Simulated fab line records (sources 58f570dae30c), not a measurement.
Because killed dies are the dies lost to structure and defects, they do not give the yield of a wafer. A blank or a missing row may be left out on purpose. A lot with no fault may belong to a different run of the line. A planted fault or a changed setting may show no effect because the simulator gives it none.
Matching of chambers ; flow berkeley_cmos170 ; UCB170_SPACER_CVD_00 on pecvd-01: 3 sister chambers
The step deposits SiO2 from TEOS/O2, target thk 376 nm, time 47 s. 3 wafers are shown with their chamber, then 7 later ones without.

## WAFERS WITH THEIR CHAMBER
wafer;chamber;heater_power_w (W)
L354.1;0;260
L363.2;2;229
L363.4;1;251

## WAFERS WITH NO CHAMBER GIVEN
wafer;heater_power_w (W)
L363.6;204
L367.1;264
L367.3;273
L367.4;282
L369.1;289
L369.4;202
L369.6;223

## WHICH CHAMBER EACH WENT THROUGH
wafer;from the rows above;in truth
L363.6;can't be placed: 2 or 1 or 0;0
L367.1;can't be placed: 0 or 1 or 2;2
L367.3;can't be placed: 0 or 1 or 2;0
L367.4;can't be placed: 0 or 1 or 2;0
L369.1;can't be placed: 0 or 1 or 2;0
L369.4;can't be placed: 2 or 1 or 0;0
L369.6;can't be placed: 2 or 1 or 0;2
0 of 7 placed correctly. Cannot be placed on the basis of these rows: 7; the candidates contain the true chamber in 7. 0 placed wrongly.
How it was worked out, from the rows above alone: a wafer's distance from a chamber is the root of the sum, over the readings, of the square of ((its reading less the chamber's mean) divided by the reading's scatter). The wafer belongs to the nearest chamber; if the next one is less than 2 further off, it can't be placed. For every chamber, the mean is computed from those of its wafers that are shown. The scatter: with one shown wafer a chamber, the root of the mean of the squares of how far each hidden wafer lies from its nearest shown one.
